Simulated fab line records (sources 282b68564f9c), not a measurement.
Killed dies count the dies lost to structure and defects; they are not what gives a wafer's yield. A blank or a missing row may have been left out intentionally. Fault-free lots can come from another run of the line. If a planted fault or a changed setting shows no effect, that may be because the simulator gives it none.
Problem report in the 8D (eight disciplines) form, filled by code -- flow rit cmos -- the parts of the form that need people (team, actions taken, sign-off) are left out

1. THE PROBLEM
rf fwd power W at RIT_CONTACT_ETCH_11 reads a mean of 167.3 W on 6 wafers of 2 lots; wafers without a fault read 199.5 W with a standard deviation of 0.65. Measured from the usual mean, that is -50 standard deviations.
The step: etches SiO2 in CHF3/CF4/Ar, stops on TiSi2, target depth 480 nm, time 320 s.
First observed at day 3 23:26: wafer L313.1, on rie diel-04. At this step, 42 wafers from 14 lots have a number in the record. By rule, "out" or "out of limits" means more than 4 standard deviations away from the usual mean. All remaining wafers that have a number are taken as sound.

2. WHAT THIS IS AND IS NOT
question,is,is not
which readings at this step,rf fwd power W,"drypump motor current A, oes product au, throttle valve pct"
which lots,"L313, L315","L310, L311, L312, L320, L322, L323, L326, L328, L329, L330, L331, L332"
which wafers of those lots,all that have a number,-
read on which tools,rie diel-04,"rie diel-02, rie diel-03"
when,from day 3 23:26,"up to then (9 sound wafers); but 27 sound wafers of L320, L322, L323, L326, L328, L329, L330, L331, L332 came after"

3. WHAT RULES OUT EACH SUSPECT
Counting: a tool at a process step up to the reading stays a suspect if it ran every lot that is out and no sound lot after the first of them.
- rie diel-04 at RIT_CONTACT_ETCH_11 (etches SiO2 in CHF3/CF4/Ar, stops on TiSi2, target depth 480 nm, time 320 s): ruled out as a lasting fault. The sound lots L328, L331 went through it after L313, its earliest lot that is out (day 3 23:26).
Left after counting: nothing in the record.

4. THE CAUSE (what the simulator had put in)
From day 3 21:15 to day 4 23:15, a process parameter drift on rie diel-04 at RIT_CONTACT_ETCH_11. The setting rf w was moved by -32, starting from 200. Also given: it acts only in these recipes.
Counting ruled it out, wrongly.

5. SEQUENCE OF EFFECTS, ordered by route
Each row: a reading whose mean over the struck wafers that have a number lies more than 3 standard deviations from the usual. Only readings whose record carries a usual standard deviation are examined. hours: median over the lots of the time between each lot's start at the first step of this table that gives one and its start at this step. sigmas: the change, counted in usual standard deviations.
hours,step,reading,usual,on struck wafers,change,sigmas
0,RIT_CONTACT_ETCH_11,rf fwd power W,199.5 W,167.3,-32.2,-50
Here are the process steps it includes:
- RIT_CONTACT_ETCH_11: etches SiO2 in CHF3/CF4/Ar, stops on TiSi2, target depth 480 nm, time 320 s.

6. HOW IT WOULD HAVE BEEN CAUGHT EARLIER
2 hours passed between the start of the fault at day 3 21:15 and the first reading out of limits in this record, taken at day 3 23:26.
